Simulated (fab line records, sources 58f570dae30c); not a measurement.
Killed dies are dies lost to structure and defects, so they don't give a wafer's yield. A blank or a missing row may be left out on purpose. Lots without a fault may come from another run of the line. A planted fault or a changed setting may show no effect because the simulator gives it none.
fab line records | flow berkeley_cmos170
record lots=13 wafers=39 last_day=12
route steps=331 shown M2@272
lots that met no fault: from a run of the same line without faults
start_h: hours from the record's first day to the start of the lot's first wafer shown | wait_h: hours since the lot's step before | " the same as in the row above | L1.1+2: a row that stands for several wafers | - no value, or no start given | * or withheld: withheld | < > ~ a bound
route shown NAME@n: a module of which the file shows steps, and the number in the route of the first | usual: mean/standard deviation of fault-free wafers | same: alike in all rows | chamber/n: place in a boat | sites: the reading at each site | _std_site: their standard deviation | _edge_site: outer sites' mean less inner sites' | radius_mm: how far each site lies from the wafer's centre | mask NAME#n: copy n | behind: the tool/chamber that last shaped the wafer | hold: why the lot was held/for how many hours/how that ended | device: the transistor (n, p or np) that didn't switch | end of line: the same wafers' tests at the end of the route | a step without rows: its recipe alone | killed: dies lost to structure and defects at the first sort, not the wafer's yield | map: a wafer's dies, x killed, . not, _ none there
set.NAME: the setting as run; set.NAME@STEP: as run at that earlier step | model.NAME: the simulator's own value behind a step, which no gauge read
steps of the route over a sample of lots; a table a step, a row a wafer
services: from which hour (start_h, from the record's first day; less than 0 if before it) a tool's chamber was out of use, for how many hours, and why
## steps
# step UCB170_M2_SPUTTER_01
# recipe material=Al target_thk_nm=900 time_s=120 power_w=6000 chamber_pressure_pa=0.5
# usual cathode_dc_power_W=6000.0/1.1 throttle_valve_pct=30.2/1
# columns lot.wafer tool chamber start_h wait_h cathode_dc_power_W throttle_valve_pct
L443.1 pvd_sputter-03 - 191.24 0.0 5999.8 28.6
L443.2 " - " " 6001.7 30.8
L443.5 " - " " 5999.0 31.1
L442.2 pvd_sputter-01 - 195.35 0.0 5999.3 30.6
L442.5 " - " " 6000.8 32.7
L442.6 " - " " 6000.4 30.7
L444.1 pvd_sputter-03 - 201.14 0.0 6001.5 30.0
L444.2 " - " " 5999.0 30.1
L444.4 " - " " 6000.9 28.8
L447.1 pvd_sputter-03 - 215.68 0.0 6001.5 30.8
L447.4 " - " " 5998.1 29.9
L447.6 " - " " 6001.3 28.9
L446.3 pvd_sputter-02 - 216.48 0.0 5999.8 29.8
L446.4 " - " " 5999.0 29.9
L446.5 " - " " 5997.5 31.1
L450.1 pvd_sputter-01 - 218.19 0.0 6000.7 30.0
L450.2 " - " " 5999.4 32.6
L450.5 " - " " 6000.8 30.8
L448.1 pvd_sputter-03 - 218.46 0.0 6000.6 30.0
L448.3 " - " " 6000.2 30.9
L448.4 " - " " 6000.1 28.9
L449.2 pvd_sputter-01 - 222.33 0.0 5999.4 30.7
L449.4 " - " " 6001.3 32.7
L449.6 " - " " 6000.1 30.6
L451.2 pvd_sputter-03 - 227.34 0.0 5998.7 29.8
L451.3 " - " " 5998.9 30.9
L451.5 " - " " 5998.7 30.9
L456.3 pvd_sputter-03 - 270.40 0.0 6414.9 30.0
L456.5 " - " " 5999.0 29.0
L456.6 " - " " 6000.1 29.9
L461.1 pvd_sputter-02 - 273.75 0.0 5998.4 28.1
L461.2 " - " " 6000.9 30.0
L461.5 " - " " 6001.5 31.1
L459.1 pvd_sputter-02 - 277.05 0.0 6000.2 31.1
L459.2 " - " " 6001.9 29.9
L459.5 " - " " 6001.8 29.9
L462.1 pvd_sputter-01 - 281.39 0.0 5999.4 30.5
L462.4 " - " " 6001.0 32.7
L462.5 " - " " 6000.2 30.7
# step UCB170_M2_RS_MEAS_02
# recipe thk_meas_gauge=four-point-probe reads=Al_of_M2_SPUTTER_01
# usual M2_AL_RS=0.0322/0.00037
# columns lot.wafer tool chamber start_h wait_h M2_AL_RS[ohm/sq]
L443.1 film_metro-01 - 191.32 0.0 0.0320
L443.2 " - " " 0.0320
L443.5 " - " " 0.0317
L442.2 film_metro-03 - 195.46 0.1 0.0321
L442.5 " - " " 0.0320
L442.6 " - " " 0.0319
L444.1 film_metro-01 - 201.22 0.0 0.0318
L444.2 " - " " 0.0319
L444.4 " - " " 0.0318
L447.1 film_metro-03 - 215.76 0.0 0.0327
L447.4 " - " " 0.0329
L447.6 " - " " 0.0331
L446.3 film_metro-03 - 216.60 0.1 0.0330
L446.4 " - " " 0.0329
L446.5 " - " " 0.0329
L450.1 film_metro-02 - 218.27 0.0 0.0316
L450.2 " - " " 0.0320
L450.5 " - " " 0.0318
L448.1 film_metro-03 - 218.55 0.0 0.0322
L448.3 " - " " 0.0321
L448.4 " - " " 0.0326
L449.2 film_metro-01 - 222.43 0.1 0.0322
L449.4 " - " " 0.0319
L449.6 " - " " 0.0319
L451.2 film_metro-03 - 227.45 0.1 0.0323
L451.3 " - " " 0.0318
L451.5 " - " " 0.0319
L456.3 film_metro-02 - 270.53 0.1 0.0303
L456.5 " - " " 0.0327
L456.6 " - " " 0.0324
L461.1 film_metro-02 - 273.83 0.0 0.0319
L461.2 " - " " 0.0330
L461.5 " - " " 0.0328
L459.1 film_metro-03 - 277.14 0.0 0.0324
L459.2 " - " " 0.0326
L459.5 " - " " 0.0326
L462.1 film_metro-03 - 281.47 0.0 0.0320
L462.4 " - " " 0.0318
L462.5 " - " " 0.0319
# step UCB170_M2_THK_MEAS_03
# recipe thk_meas_gauge=xrf reads=Al_of_M2_SPUTTER_01
# usual M2_AL_THK=903/10
# columns lot.wafer tool chamber start_h wait_h M2_AL_THK[nm]
L443.1 film_metro-01 - 191.44 0.1 900
L443.2 " - " " 905
L443.5 " - " " 913
L442.2 film_metro-03 - 195.57 0.1 904
L442.5 " - " " 901
L442.6 " - " " 909
L444.1 film_metro-01 - 201.34 0.1 908
L444.2 " - " " 903
L444.4 " - " " 906
L447.1 film_metro-03 - 215.88 0.1 889
L447.4 " - " " 885
L447.6 " - " " 881
L446.3 film_metro-03 - 216.70 0.1 882
L446.4 " - " " 887
L446.5 " - " " 890
L450.1 film_metro-02 - 218.39 0.1 923
L450.2 " - " " 912
L450.5 " - " " 925
L448.1 film_metro-03 - 218.67 0.1 904
L448.3 " - " " 907
L448.4 " - " " 898
L449.2 film_metro-01 - 222.54 0.1 899
L449.4 " - " " 908
L449.6 " - " " 909
L451.2 film_metro-03 - 227.56 0.1 908
L451.3 " - " " 917
L451.5 " - " " 918
L456.3 film_metro-02 - 270.63 0.1 961
L456.5 " - " " 895
L456.6 " - " " 899
L461.1 film_metro-02 - 273.95 0.1 913
L461.2 " - " " 889
L461.5 " - " " 892
L459.1 film_metro-03 - 277.26 0.1 896
L459.2 " - " " 896
L459.5 " - " " 893
L462.1 film_metro-03 - 281.59 0.1 910
L462.4 " - " " 916
L462.5 " - " " 914
## services
# columns tool chamber start_h hours kind
pvd_sputter-01 - 224.67 4.6 repair
pvd_sputter-03 - 248.27 2.1 repair
pvd_sputter-01 - 267.30 1.0 repair
## key
first_sign step=UCB170_M2_SPUTTER_01 reading=cathode_dc_power_W direction=up sigmas=99+ usual=6000.0 struck=6414.9
effect step=UCB170_M2_RS_MEAS_02 reading=M2_AL_RS direction=down sigmas=5.2 usual=0.0322 struck=0.0303
effect step=UCB170_M2_THK_MEAS_03 reading=M2_AL_THK direction=up sigmas=5.9 usual=903 struck=961
met_at UCB170_M2_SPUTTER_01
struck_lots L456
struck_wafers L456.3
onset_between 227.34 270.40
fault kind=process_parameter_drift tool=pvd_sputter-03 chamber=- onset_h=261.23 steps=UCB170_M2_SPUTTER_01 channel=power_w offset=415.56 shape=step end_h=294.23 acts_in=these_recipes_only stated=6000 scope=struck_wafers_only
